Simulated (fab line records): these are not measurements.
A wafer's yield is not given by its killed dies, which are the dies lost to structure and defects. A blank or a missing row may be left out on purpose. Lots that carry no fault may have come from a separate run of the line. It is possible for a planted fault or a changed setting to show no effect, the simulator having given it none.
Comparing a struck lot with a sound one :: flow rit cmos :: 15 out of 202 route steps
Sound: the wafers L435.3, L435.5, L435.6. Struck: wafers L443.1, L443.4, L443.5. The cause is given at the end.
Order at every step that has rows: each side's tool, ch and its chambers, its first start. Under that, the readings that differ: sound wafers :: struck wafers :: difference of the means :: sigmas: that difference in standard deviations of wafers without a fault.
alike: readings with means less than 2 such deviations apart, plus words and numbers identical on both sides. not compared: withheld readings, readings lacking a value on some wafer, bounds such as >300 that could conceal the same value, and numbers that have no deviation in the record and whose values overlap.
Wherever a step has rows on one side only, a row that says differs or no value, or a row with sigmas, the two part there. Numbers that don't overlap but have no deviation are shown without sigmas and don't part them. A reading missing from all wafers of one side parts the sides only when that side holds two or more wafers.

RIT_GATE_THK_MEAS_07:
  sound on film metro-01, day 3 15:37; struck on film metro-03, day 5 05:43
  alike: GATE_OXIDE_THK
then, 1 step without rows for these wafers: RIT_GATE_CVD_08 (deposits poly-Si from SiH4, target thk 250 nm, time 2220 s).
RIT_GATE_THK_MEAS_09:
  sound on film metro-04, day 3 17:17; struck on film metro-03, day 5 07:23
  alike: GATE_POLY_THK
then, 6 steps without rows for these wafers: RIT_GATE_HMDS_10 (prime time 60 s); RIT_GATE_COAT_11 (resist thk 850 nm); RIT_GATE_SOFTBAKE_12 (time 60 s); RIT_GATE_EXPOSE_13 (exposes mask M6, target cd 150 nm); RIT_GATE_PEB_14; RIT_GATE_DEVELOP_15 (develop time 50 s).
RIT_GATE_CD_MEAS_16 targets a cd of 150 nm.
  sound on cd sem-01, day 3 18:20; struck on cd sem-02, day 5 08:18
  alike: cd nm
RIT_GATE_OVL_MEAS_17:
  sound on overlay-01, day 3 18:26; struck on overlay-02, day 5 08:25
  alike: GATE_OVL
then, 1 step without rows for these wafers: RIT_GATE_HARDBAKE_18 (time 60 s).
RIT_GATE_ETCH_19: etches poly-Si in SF6/CHF3/O2, stops on SiO2, time 165 s, target depth 312.5 nm.
  sound on rie si-01 ch 0,1,3, day 3 18:37; struck on rie si-01 ch 0,2, day 5 08:37
reading: oes product au (a.u.)
sound: 0.847 0.867 0.870
struck: 0.707 0.735 0.726
difference: -0.139
sigmas: -8

reading: run length s (s)
sound: 193.9 193.4 193.5
struck: 239.2 239.7 239.6
difference: +45.9
sigmas: +99 or more

reading: model.NOVOLAK_of_GATE_COAT_11.thk nm (nm)
sound: 667.2 672.5 670.2
struck: 641.4 652.3 650.5
difference: -21.9
sigmas: 
  alike: drypump motor current A, throttle valve pct
  not compared: rf hours counter h
RIT_GATE_STRIP_20: strips in O2, time 180 s.
  sound on plasma asher-04 ch 0,1, day 3 18:46; struck on plasma asher-04 ch 0,1, day 5 08:43
  alike: drypump motor current A
  not compared: rf hours counter h
RIT_M1_PROBE_99:
  sound on prober-02, day 4 16:08; struck on prober-01, day 6 06:16
reading: model.etest.pmos turned.r on ohm um
sound: 3629 3582 3471
struck: 3155 3342 3219
difference: -322
sigmas: 

reading: model.etest.pmos_0p15.r on ohm um
sound: 2930 2849 2788
struck: 2576 2722 2616
difference: -218
sigmas: 

reading: model.etest.pmos_0p15.drive ua um
sound: 242.5 246.9 254.6
struck: 286.4 269.3 276.9
difference: +29.5
sigmas: 

reading: model.etest.pmos turned.drive ua um
sound: 178.6 178.2 189.6
struck: 215.5 200.9 207.9
difference: +26.0
sigmas: 

reading: model.etest.pwell pinched.rs ohm sq
sound: 466.1 453.2 461.8
struck: 497.6 487.7 475.9
difference: +26.7
sigmas: 

reading: model.etest.nwell pinched.rs ohm sq
sound: 337.2 331.9 335.6
struck: 360 353 341.4
difference: +17
sigmas: 
  alike: killed at front end, killed dies, killed open, killed short
  not compared: model.etest.pmos_0p3.r on ohm um, model.etest.pmos narrow.drive ua um

WHERE THEY PART
RIT_GATE_ETCH_19 only, going by this record. Later steps at which nothing parts them and some readings are alike: RIT_GATE_STRIP_20, RIT_M1_PROBE_99.

WHY: what had been put in by the simulator
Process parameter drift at RIT_GATE_ETCH_19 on rie si-01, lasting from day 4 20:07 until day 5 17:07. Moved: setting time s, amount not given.
